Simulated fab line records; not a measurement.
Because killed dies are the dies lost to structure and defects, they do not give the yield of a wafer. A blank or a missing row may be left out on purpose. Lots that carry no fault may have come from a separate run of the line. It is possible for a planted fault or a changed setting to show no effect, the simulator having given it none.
Matching of chambers ; flow berkeley cmos170 ; UCB170_SPACER_CVD_00 on pecvd-03 has 3 sister chambers
The step deposits SiO2 from TEOS/O2, target thk 376 nm, time 47 s. 16 wafers are shown with their chamber, then 8 later ones without.

== WAFERS WITH THEIR CHAMBER ==
wafer;chamber;heater power w (W)
L105.1;1;270
L105.3;2;332
L105.5;0;214
L108.1;2;292
L108.3;1;262
L108.5;2;308
L109.1;2;342
L109.2;0;239
L109.6;2;337
L117.2;0;212
L117.3;2;296
L117.5;1;239
L121.4;2;305
L121.5;1;236
L121.6;0;201
L122.1;0;215

SIGNATURES, as means of the wafers listed above
reading;chamber 0;chamber 1;chamber 2;scatter within a chamber
heater power w;216.20;251.75;316.00;17.9
Rule: distance of a wafer from a chamber = root of the sum over the readings of ((wafer's reading minus chamber's mean) / reading's scatter) squared. If the next closest chamber is less than 2 further off than the closest, the wafer can't be placed; otherwise it belongs to the closest. The scatter: the root of (the sum of the squares of (reading less its chamber's mean) over the shown wafers, divided by (wafers less chambers)).

== WAFERS WHOSE CHAMBER IS MISSING ==
wafer;heater power w (W)
L122.2;278
L122.4;299
L124.2;270
L124.5;162
L124.6;272
L128.3;205
L128.4;336
L128.5;188

== THE CHAMBER EACH PASSED THROUGH ==
wafer;from the rows above;in truth
L122.2;can't be placed: 1 or 2 or 0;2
L122.4;can't be placed: 2 or 1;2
L124.2;can't be placed: 1 or 2 or 0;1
L124.5;can't be placed: 0 or 1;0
L124.6;can't be placed: 1 or 2 or 0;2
L128.3;can't be placed: 0 or 1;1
L128.4;2;2
L128.5;can't be placed: 0 or 1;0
Correctly placed: 1 of 8. Not placeable from these rows: 7 (in 7, the candidates include the true chamber). Placed wrongly: 0.
